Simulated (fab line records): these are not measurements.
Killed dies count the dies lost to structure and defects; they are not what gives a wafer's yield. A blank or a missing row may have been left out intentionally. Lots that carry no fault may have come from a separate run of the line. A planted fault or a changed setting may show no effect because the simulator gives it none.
A struck lot beside a sound one ; flow ritCmos ; 34 steps out of a route of 202
Sound: wafers L888.1, L888.4, L888.6. Struck: wafers L894.2, L894.4, L894.6. Last of all comes the cause.
Each step with rows lists, per side, the tool, then ch with its chambers, then its first start. Under that, the readings that differ: sound wafers ; struck wafers ; difference of the means ; sigmas: that difference in standard deviations of wafers without a fault.
alike: a reading whose means differ by less than 2 such deviations, as well as words and numbers matching on both sides. not compared: withheld readings; readings where some wafer has no value; bounds like >300 that might hide an equal value; numbers whose values overlap and for which the record gives no deviation.
Wherever a step has rows on one side only, a row that says differs or no value, or a row with sigmas, the two part there. When numbers do not overlap yet have no deviation, they are printed without sigmas and do not part them. Lack of a reading on every wafer of one side parts them only where that side has two or more wafers.

first, 2 steps without rows for these wafers: RIT_SPACER_CLEAN_02 (cleans in SC2, time 600 s); RIT_SPACER_CVD_03 (deposits Si3N4 from SiH2Cl2/NH3, target thk 250 nm, time 3300 s).
RIT_SPACER_THK_MEAS_04:
  sound: filmMetro-02 at day 4 07:36; struck: filmMetro-01 at day 5 10:25
  alike: SPACER_NITRIDE_THK
RIT_SPACER_ETCHBACK_05: etches Si3N4 in SF6/CHF3, stops on SiO2, target depth 250 nm, time 240 s.
  sound on rieDiel-03 ch 0,2, day 4 07:40; struck on rieDiel-03 ch 0,1,2, day 5 10:28
  alike: drypumpMotorCurrentA, oesProductAu, throttleValvePct
  not compared: rfHoursCounterH
then, 6 steps without rows for these wafers: RIT_NSD_HMDS_00 (prime time 60 s); RIT_NSD_COAT_01 (resist thk 1000 nm); RIT_NSD_SOFTBAKE_02 (time 60 s); RIT_NSD_EXPOSE_03 (exposes mask M9, target cd 40700 nm); RIT_NSD_PEB_04; RIT_NSD_DEVELOP_05 (develop time 50 s).
RIT_NSD_OVL_MEAS_06:
  sound: overlay-02 at day 4 08:47; struck: overlay-02 at day 5 11:28
  alike: NSD_OVL
then, 1 step without rows for these wafers: RIT_NSD_HARDBAKE_07 (time 60 s).
RIT_NSD_IMPLANT_08:
  sound on implanter-01 ch 0, day 4 08:58; struck on implanter-01 ch 0, day 5 11:41
reading;sound;struck;difference;sigmas
tiltDeg (degrees);6.978 7.017 6.994;12.247 12.224 12.231;+5.238;+99 or more
  alike: endStationPressureTorr
RIT_NSD_STRIP_09: strips in O2, time 180 s.
  sound on plasmaAsher-04 ch 1, day 4 09:07; struck on plasmaAsher-02 ch 0,1, day 5 11:48
  alike: drypumpMotorCurrentA
  not compared: rfHoursCounterH
RIT_NSD_TW_MEAS_10:
  sound: filmMetro-01 at day 4 09:17; struck: filmMetro-01 at day 5 11:59
  alike: NSD_TW
then, 6 steps without rows for these wafers: RIT_PSD_HMDS_00 (prime time 60 s); RIT_PSD_COAT_01 (resist thk 1000 nm); RIT_PSD_SOFTBAKE_02 (time 60 s); RIT_PSD_EXPOSE_03 (exposes mask M10, target cd 40900 nm); RIT_PSD_PEB_04; RIT_PSD_DEVELOP_05 (develop time 50 s).
RIT_PSD_OVL_MEAS_06:
  sound: overlay-02 at day 4 10:12; struck: overlay-01 at day 5 13:02
  alike: PSD_OVL
then, 2 steps without rows for these wafers: RIT_PSD_HARDBAKE_07 (time 60 s); RIT_PSD_IMPLANT_08.
RIT_PSD_STRIP_09: strips in O2, time 180 s.
  sound on plasmaAsher-03 ch 0,1, day 4 10:32; struck on plasmaAsher-02 ch 0,1, day 5 13:22
  alike: drypumpMotorCurrentA
  not compared: rfHoursCounterH
RIT_PSD_TW_MEAS_10:
  sound: filmMetro-01 at day 4 10:43; struck: filmMetro-03 at day 5 13:32
  alike: PSD_TW
then, 3 steps without rows for these wafers: RIT_SDANNEAL_CLEAN_00 (cleans in SC1, time 600 s); RIT_SDANNEAL_CLEAN_01 (cleans in dHF, time 30 s); RIT_SDANNEAL_CLEAN_02 (cleans in SC2, time 600 s).
RIT_SDANNEAL_RTA_03: time 5 s.
  sound on rtpAnneal-02 ch 0, day 4 11:08; struck on rtpAnneal-02 ch 0, day 5 14:02
  alike: rampDownCPerS, wafer_temp_C_max
RIT_SDANNEAL_RS_MEAS_04: measurement is done with a four-point probe.
  sound: filmMetro-01 at day 4 11:12; struck: filmMetro-03 at day 5 14:06
  alike: PSD_RS
RIT_SDANNEAL_RS_MEAS_05: measurement is done with a four-point probe.
  sound: filmMetro-01 at day 4 11:19; struck: filmMetro-03 at day 5 14:13
reading;sound;struck;difference;sigmas
NSD_RS (ohm/sq);85.03 84.69 85.09;- - -;no value on the struck wafers;
RIT_SDANNEAL_RS_MEAS_06: measurement is done with a four-point probe.
  sound: filmMetro-01 at day 4 11:26; struck: filmMetro-03 at day 5 14:20
  alike: PLDD_RS
RIT_M1_PROBE_99:
  sound: prober-01 at day 4 18:45; struck: prober-01 at day 5 21:32
reading;sound;struck;difference;sigmas
model.etest.diodeNplusPwell.bvV (V);5.957 5.936 6.013;5.771 5.862 5.84;-0.144;
model.etest.nmos_0p3.bvV (V);5.496 5.475 5.515;5.363 5.438 5.412;-0.091;
model.etest.nmos_0p15.bvV (V);5.496 5.475 5.515;5.363 5.438 5.412;-0.091;
model.etest.diodeNplusPwell.cjFfUm2;2.079 2.077 2.082;2.147 2.114 2.135;+0.053;
model.etest.diodeNplusComb.cjFfUm2;2.64 2.656 2.653;2.717 2.661 2.72;+0.050;
  alike: killedAtContacts, killedAtFrontEnd, killedDies, killedOpen, killedShort

WHERE THEY PART
Earliest at RIT_NSD_IMPLANT_08; latest, in this record, at RIT_SDANNEAL_RS_MEAS_05. Later steps at which nothing parts them and some readings are alike: RIT_SDANNEAL_RS_MEAS_06, RIT_M1_PROBE_99.

WHY: what the simulator had put in
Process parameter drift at RIT_NSD_IMPLANT_08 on implanter-01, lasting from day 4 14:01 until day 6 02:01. Setting tiltDeg shifted by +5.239 from 7. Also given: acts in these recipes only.
